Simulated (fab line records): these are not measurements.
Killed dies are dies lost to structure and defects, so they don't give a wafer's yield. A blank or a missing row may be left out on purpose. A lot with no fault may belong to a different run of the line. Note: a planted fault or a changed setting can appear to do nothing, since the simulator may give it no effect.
Struck lot and sound lot, side by side / flow rit cmos / 16 steps out of a route of 202
Sound: wafers L935.3, L935.4, L935.6. Wafers struck: L943.1, L943.3, L943.5. The cause is given at the end.
For every step that has rows: the tool of each side, followed by ch and its chambers, followed by its first start. Under that, the readings that differ: sound wafers / struck wafers / difference of the means / sigmas: that difference in standard deviations of wafers without a fault.
alike: readings whose means differ by less than 2 such deviations, and words and numbers that are the same on both sides. not compared: withheld readings, readings that some wafer has no value for, bounds like >300 that may hide the same value, and numbers for which the record gives no deviation and whose values overlap.
Wherever a step has rows on one side only, a row that says differs or no value, or a row with sigmas, the two part there. When numbers do not overlap yet have no deviation, they are printed without sigmas and do not part them. A reading that every wafer of one side lacks parts them only if that side has two wafers or more.

RIT_ACTIVE_BOW_MEAS_00:
  struck on film metro-01, day 3 07:00; sound on film metro-01, day 1 15:02
reading=INCOMING_BOW (um); sound=-4 -8 -4; struck=12 16 5; difference=+16; sigmas=+2
then, 1 step without rows for these wafers: RIT_ACTIVE_OXIDATION_01 (target thk 46.8 nm, ox time 3360 s).
RIT_ACTIVE_THK_MEAS_02:
  struck on film metro-01, day 3 11:11; sound on film metro-04, day 1 20:19
reading=ACTIVE_OXIDE_THK (nm); sound=46.6 45.9 45.4; struck=48.4 48.0 47.3; difference=+1.9; sigmas=+3
then, 1 step without rows for these wafers: RIT_ACTIVE_CVD_03 (deposits Si3N4 from SiH2Cl2/NH3, target thk 150 nm, time 1500 s).
RIT_ACTIVE_THK_MEAS_04:
  struck on film metro-04, day 3 13:52; sound on film metro-02, day 1 21:47
  alike: ACTIVE_NITRIDE_THK
then, 3 steps without rows for these wafers: RIT_ACTIVE_HMDS_05 (prime time 60 s); RIT_ACTIVE_COAT_06 (resist thk 1000 nm); RIT_ACTIVE_SOFTBAKE_07 (time 60 s).
RIT_ACTIVE_EXPOSE_08: exposes mask M1, target cd 1400 nm.
  sound on iline stepper-01 ch 0, day 1 22:19; struck on iline stepper-02 ch 0, day 3 14:23
reading=exposure dose mJ cm2; sound=225.21 225.23 225.11; struck=173.23 172.70 173.12; difference=-52.17; sigmas=-99 or more
  alike: mask, reticle temp C
then, 2 steps without rows for these wafers: RIT_ACTIVE_PEB_09; RIT_ACTIVE_DEVELOP_10 (develop time 50 s).
RIT_ACTIVE_CD_MEAS_11: target cd 1400 nm.
  struck on cd sem-01, day 3 14:47; sound on cd sem-02, day 1 22:43
reading=cd nm (nm); sound=1398.6 1397.7 1398.2; struck=1472.4 1475.2 1475.8; difference=+76.3; sigmas=+42
then, 1 step without rows for these wafers: RIT_ACTIVE_HARDBAKE_12 (time 60 s).
RIT_ACTIVE_ETCH_13: etches Si3N4 in SF6, stops on SiO2, time 210 s, target depth 210 nm.
  sound on rie diel-01 ch 0,2,3, day 1 22:57; struck on rie diel-02 ch 2,3, day 3 15:03
reading=drypump motor current A (A); sound=5.1 4.8 5.2; struck=6.3 6.1 6.1; difference=+1.1; sigmas=+3
reading=model.ACTIVE.cd nm (nm); sound=1399 1398 1398; struck=1472 1475 1476; difference=+76; sigmas=
  alike: oes product au, throttle valve pct
  not compared: rf hours counter h
RIT_ACTIVE_STRIP_14: strips in O2, time 180 s.
  sound on plasma asher-01 ch 0,1, day 1 23:09; struck on plasma asher-04 ch 0, day 3 15:11
  alike: drypump motor current A
  not compared: rf hours counter h
-- the record jumps here: 2 days lie between the struck wafers' starts before and after (it left off in module ACTIVE and takes up again in module M1, whose first step shown is number 202 of the route) --
RIT_M1_PROBE_99:
  struck on prober-01, day 5 17:28; sound on prober-02, day 4 04:07
reading=model.etest.pplus sal.width nm (nm); sound=3455 3453 3465; struck=3502 3516 3516; difference=+54; sigmas=
reading=model.etest.nplus sal.width nm (nm); sound=3445 3458 3482; struck=3510 3517 3529; difference=+57; sigmas=
reading=model.etest.pldd.width nm (nm); sound=3172 3184 3192; struck=3242 3244 3259; difference=+66; sigmas=
reading=model.etest.nldd.width nm (nm); sound=3172 3184 3193; struck=3241 3233 3249; difference=+58; sigmas=
reading=model.etest.nmos narrow.drive ua um; sound=222.5 227.8 231.3; struck=239 241.9 247.6; difference=+16; sigmas=
reading=model.etest.pmos narrow.drive ua um; sound=104.2 106.5 107.3; struck=108.2 108.5 110.5; difference=+3.1; sigmas=
reading=model.etest.field p.vt v (V); sound=-12.97 -12.98 -13; struck=-13.04 -13.1 -13.1; difference=-0.10; sigmas=
  alike: killed_at_M0_to_M3, killed at contacts, killed at front end, killed dies, killed on rim, killed open, killed short
  not compared: model.etest.pplus sal.line ohm um

## WHERE THEY PART
Earliest at RIT_ACTIVE_BOW_MEAS_00; latest, in this record, at RIT_ACTIVE_ETCH_13. Later steps at which nothing parts them and some readings are alike: RIT_ACTIVE_STRIP_14, RIT_M1_PROBE_99.

WHY: whatever the simulator had introduced
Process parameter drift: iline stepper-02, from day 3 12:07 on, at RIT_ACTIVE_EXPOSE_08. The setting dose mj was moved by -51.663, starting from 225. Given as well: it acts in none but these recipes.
